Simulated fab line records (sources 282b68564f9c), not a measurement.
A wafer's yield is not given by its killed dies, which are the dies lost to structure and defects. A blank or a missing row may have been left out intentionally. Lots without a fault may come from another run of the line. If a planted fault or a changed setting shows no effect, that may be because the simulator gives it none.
A single fault, viewed from 2 desks :: flow rit cmos :: what lay behind the numbers comes last; until then each desk has only its own

== THE TOOL OWNER'S DESK: pvd sputter-03 ==
The tool's own readings at RIT_M1_SPUTTER_00 (material Al, target thk 400 nm, time 500 s): means of the sampled wafers that have a number, for each lot that ran on this tool. Any lot whose mean is over 4 standard deviations away from the usual mean is out of limits and marked OUT; that distance is given in the brackets.
Columns: A = cathode dc power W at RIT_M1_SPUTTER_00, usual 2000.0 W; B = substrate temp c at RIT_M1_SPUTTER_00, usual 25.01 C; C = throttle valve pct at RIT_M1_SPUTTER_00, usual 30.1 %
lot: L185
first seen here: day 3 05:16
A: 2000.1
B: 24.93
C: 30.6

lot: L187
first seen here: day 3 15:25
A: 2000.0
B: 24.99
C: 31.0

lot: L189
first seen here: day 4 02:16
A: 1601.7 (-99 or more) OUT
B: 25.02
C: 30.9

lot: L206
first seen here: day 7 16:58
A: 2000.0
B: 25.12
C: 30.9
Finding of this desk: L189 out of limits; the first was L189 at day 4 02:16, on cathode dc power W at RIT_M1_SPUTTER_00. L185, L187, L206: within limits.

== METROLOGY DESK ==
Lot by lot, what the gauges showed, no matter which tool ran the lot: averages of those sampled wafers that carry a number. Any lot whose mean is over 4 standard deviations away from the usual mean is out of limits and marked OUT; that distance is given in the brackets.
Columns: A = M1_AL_RS at RIT_M1_RS_MEAS_01, usual 0.0737 ohm/sq; B = M1_AL_THK at RIT_M1_THK_MEAS_02, usual 394 nm
lot: L185
first seen here: day 3 05:37
A: 0.0738
B: 393

lot: L186
first seen here: day 3 12:01
A: 0.0742
B: 393

lot: L187
first seen here: day 3 15:43
A: 0.0738
B: 393

lot: L188
first seen here: day 3 19:49
A: 0.0734
B: 395

lot: L189
first seen here: day 4 02:34
A: 0.1120 (+50) OUT
B: 322 (-16) OUT

lot: L190
first seen here: day 4 11:08
A: 0.0745
B: 392

lot: L198
first seen here: day 5 23:53
A: 0.0744
B: 387

lot: L199
first seen here: day 6 08:41
A: 0.0750
B: 390

lot: L202
first seen here: day 6 23:29
A: 0.0742
B: 389

lot: L203
first seen here: day 7 03:01
A: 0.0727
B: 397

lot: L204
first seen here: day 7 06:56
A: 0.0743
B: 389

lot: L206
first seen here: day 7 17:17
A: 0.0733
B: 398

lot: L207
first seen here: day 7 23:39
A: 0.0743
B: 391
Finding of this desk: L189 out of limits, first seen on L189 at day 4 02:34 (M1_AL_RS at RIT_M1_RS_MEAS_01). L185, L186, L187, L188, L190, L198, L199, L202, L203, L204, L206, L207: within limits.

== BROUGHT TOGETHER ==
On L189, at day 4 02:16, an alarm was possible from the tool owner's desk.
The metrology desk could have raised an alarm at day 4 02:34, on L189.
Of the lots named, all ran RIT_M1_SPUTTER_00 on pvd sputter-03.

== WHAT THE SIMULATOR HAD INSERTED ==
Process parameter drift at RIT_M1_SPUTTER_00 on pvd sputter-03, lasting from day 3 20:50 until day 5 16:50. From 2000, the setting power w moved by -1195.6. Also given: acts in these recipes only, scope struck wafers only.
Lots struck among those shown: L189.
Time in hours from fault onset to the first out-of-limits reading at each desk: tool owner's desk 5, metrology desk 6.
